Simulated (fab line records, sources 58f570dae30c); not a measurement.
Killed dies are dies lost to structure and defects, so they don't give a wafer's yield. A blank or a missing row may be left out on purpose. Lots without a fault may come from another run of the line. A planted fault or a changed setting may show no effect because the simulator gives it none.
Split-lot experiment | flow berkeley_cmos170 | 5 lots, 23 wafers read, on a route of 331 steps

THE SPLIT
At UCB170_CONTACT_PEB_13, the setting peb_temp_c was moved away from the recipe's 130 C on 7 of the 23 wafers read, by +1.1% to +2.8%. The other wafers ran this setting at the recipe's value.

FROM THE SPLIT TO THE READING: what the file shows between them, 5 steps
- UCB170_CONTACT_DEVELOP_14: develop time 45 s
- UCB170_CONTACT_CD_MEAS_15: target cd 700 nm
- UCB170_CONTACT_ETCH_17: etches BARC in N2/H2
- UCB170_CONTACT_ETCH_18: etches PSG in CHF3/CF4/Ar, stops on TiSi2, target depth 840 nm, time 195 s
- UCB170_CONTACT_STRIP_19: strips in O2

THE READING
cd_nm, in nm, at UCB170_CONTACT_CD_MEAS_90 (target cd 700 nm). Fault-free wafers of this fab line usually give 700.4 nm, standard deviation 1.8 nm.

wafer  | tool, chamber at the split | peb_temp_c as run, C | against the recipe | cd_nm, nm | against lot-mates on the recipe
L074.1 | litho_track-02, 0          | 130                  | recipe             | 699.7     | -
L074.2 | litho_track-02, 0          | 132.1                | +1.6%              | 715.4     | +14.5
L074.3 | litho_track-02, 0          | 130                  | recipe             | 700.4     | -
L074.5 | litho_track-02, 0          | 132.1                | +1.6%              | 712.0     | +11.1
L074.6 | litho_track-02, 0          | 130                  | recipe             | 702.6     | -
L076.2 | litho_track-03, 0          | 133.6                | +2.8%              | 720.1     | +17.4
L076.3 | litho_track-03, 0          | 130                  | recipe             | 704.4     | -
L076.4 | litho_track-03, 0          | 133.6                | +2.8%              | 719.6     | +16.9
L076.5 | litho_track-03, 0          | 130                  | recipe             | 704.1     | -
L076.6 | litho_track-03, 0          | 130                  | recipe             | 699.6     | -
L083.1 | litho_track-03, 0          | 130                  | recipe             | 703.2     | -
L083.3 | litho_track-03, 0          | 130                  | recipe             | 702.5     | -
L083.4 | litho_track-03, 0          | 130                  | recipe             | 701.9     | -
L083.5 | litho_track-03, 0          | 130                  | recipe             | 702.7     | -
L083.6 | litho_track-03, 0          | 130                  | recipe             | 704.0     | -
L084.1 | litho_track-04, 0          | 130                  | recipe             | 698.8     | -
L084.3 | litho_track-04, 0          | 130                  | recipe             | 700.1     | -
L084.6 | litho_track-04, 0          | 130                  | recipe             | 699.8     | -
L085.1 | litho_track-04, 0          | 130                  | recipe             | 687.7     | -
L085.2 | litho_track-04, 0          | 131.4                | +1.1%              | 694.8     | +2.0
L085.4 | litho_track-04, 0          | 131.4                | +1.1%              | 706.3     | +13.5
L085.5 | litho_track-04, 0          | 131.4                | +1.1%              | 695.8     | +3.0
L085.6 | litho_track-04, 0          | 130                  | recipe             | 697.8     | -

THE FIT
A straight line over all 23 wafers: cd_nm changes by +6.34 nm for each +1% of peb_temp_c; r = +0.75; the points scatter about the line by 5.1 nm.
The same after taking each lot's own level away (the mean of its wafers on the recipe; 23 wafers): +6.49 nm for each +1%; r = +0.90; scatter 2.9 nm.
On that fit, the largest move of peb_temp_c shifts the reading by 18 nm.
The lots' own levels span 692.75 to 702.86 nm, that is 5.6 times the standard deviation above.
So the lot-to-lot level blurs the effect unless lot-mates are compared.
Check: with one of the wafers moved furthest among these (+2.8%) left out of the fit, the line predicts +18.3 nm for it against its lot-mates. It came out at +17.4 nm against them.

OTHER SPLITS ON THESE WAFERS
These wafers also went through other splits before the reading. Each is held against what the fit with the lots' levels taken away leaves over:
other split on the same wafers       | wafers away from the commonest value | r with cd_nm (lot level and that fit taken away)
UCB170_PLDD_EXPOSE_03 dose_mj        | 7                                    | +0.01
UCB170_NLDD_IMPLANT_09 energy_kev    | 9                                    | +0.10
UCB170_PSD_PEB_04 peb_temp_c         | 12                                   | -0.08
UCB170_PSD_IMPLANT_08 energy_kev     | 8                                    | +0.11
UCB170_NSD_PEB_04 peb_temp_c         | 4                                    | +0.07
UCB170_CONTACT_CVD_01 sih4_flow_sccm | 18                                   | +0.15
UCB170_CONTACT_EXPOSE_12 dose_mj     | 7                                    | +0.69

THE WHOLE CHAIN: every reading that the file lists as answering this split, in the file's order
step                      | what it does                                                               | reading                                                        | change (the file's fit)              | r (the file's)
UCB170_CONTACT_CD_MEAS_15 | target cd 700 nm                                                           | cd_nm                                                          | +6.53 nm for each +1% of the setting | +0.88
UCB170_CONTACT_ETCH_17    | etches BARC in N2/H2                                                       | CONTACT.cd_nm (the simulator's own value, which no gauge read) | +6.46 nm for each +1% of the setting | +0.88
UCB170_CONTACT_ETCH_18    | etches PSG in CHF3/CF4/Ar, stops on TiSi2, target depth 840 nm, time 195 s | CONTACT.cd_nm (the simulator's own value, which no gauge read) | +6.56 nm for each +1% of the setting | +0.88
UCB170_CONTACT_CD_MEAS_90 | target cd 700 nm                                                           | cd_nm                                                          | +6.55 nm for each +1% of the setting | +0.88

THE FILE'S OWN FIT
cd_nm changes by +6.55 nm for each +1% of peb_temp_c, r = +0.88.
